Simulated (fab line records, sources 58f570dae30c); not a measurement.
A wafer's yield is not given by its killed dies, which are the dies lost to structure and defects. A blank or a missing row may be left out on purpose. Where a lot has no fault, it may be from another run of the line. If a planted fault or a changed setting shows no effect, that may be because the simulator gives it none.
Matching of chambers || flow berkeley_cmos170 || UCB170_V2_CMP_02 on cmp-02: 4 sister chambers
The step polishes SiO2. 4 wafers are shown with their chamber, then 9 later ones without.

== WAFERS PAIRED WITH THEIR CHAMBERS ==
{"wafer": "L864.1", "chamber": 3, "motor_current_A (A)": 14.2}
{"wafer": "L864.4", "chamber": 1, "motor_current_A (A)": 13.7}
{"wafer": "L875.4", "chamber": 2, "motor_current_A (A)": 14.7}
{"wafer": "L875.5", "chamber": 0, "motor_current_A (A)": 15.6}

== WAFERS WHOSE CHAMBER IS MISSING ==
{"wafer": "L876.2", "motor_current_A (A)": 14.8}
{"wafer": "L876.3", "motor_current_A (A)": 13.8}
{"wafer": "L876.5", "motor_current_A (A)": 13.4}
{"wafer": "L878.4", "motor_current_A (A)": 16.3}
{"wafer": "L878.5", "motor_current_A (A)": 15.5}
{"wafer": "L878.6", "motor_current_A (A)": 14.1}
{"wafer": "L877.1", "motor_current_A (A)": 14.3}
{"wafer": "L877.5", "motor_current_A (A)": 13.8}
{"wafer": "L877.6", "motor_current_A (A)": 14.5}

== THE CHAMBER EACH PASSED THROUGH ==
{"wafer": "L876.2", "from the rows above": "can't be placed: 2 or 3", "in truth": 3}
{"wafer": "L876.3", "from the rows above": "can't be placed: 1 or 3", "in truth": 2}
{"wafer": "L876.5", "from the rows above": "can't be placed: 1 or 3", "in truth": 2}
{"wafer": "L878.4", "from the rows above": 0, "in truth": 0}
{"wafer": "L878.5", "from the rows above": 0, "in truth": 0}
{"wafer": "L878.6", "from the rows above": "can't be placed: 3 or 1 or 2", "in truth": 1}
{"wafer": "L877.1", "from the rows above": "can't be placed: 3 or 2 or 1", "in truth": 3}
{"wafer": "L877.5", "from the rows above": "can't be placed: 1 or 3", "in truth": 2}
{"wafer": "L877.6", "from the rows above": "can't be placed: 2 or 3", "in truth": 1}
2 of 9 placed correctly. These rows do not allow placing 7 (true chamber among the candidates in 3). Placed wrongly: 0.
How it was worked out, from the rows above alone: a wafer's distance from a chamber is the root of the sum, over the readings, of the square of ((its reading less the chamber's mean) divided by the reading's scatter). If the next closest chamber is less than 2 further off than the closest, the wafer can't be placed; otherwise it belongs to the closest. For every chamber, the mean is computed from those of its wafers that are shown. The scatter: with one shown wafer a chamber, the root of the mean of the squares of how far each hidden wafer lies from its nearest shown one.
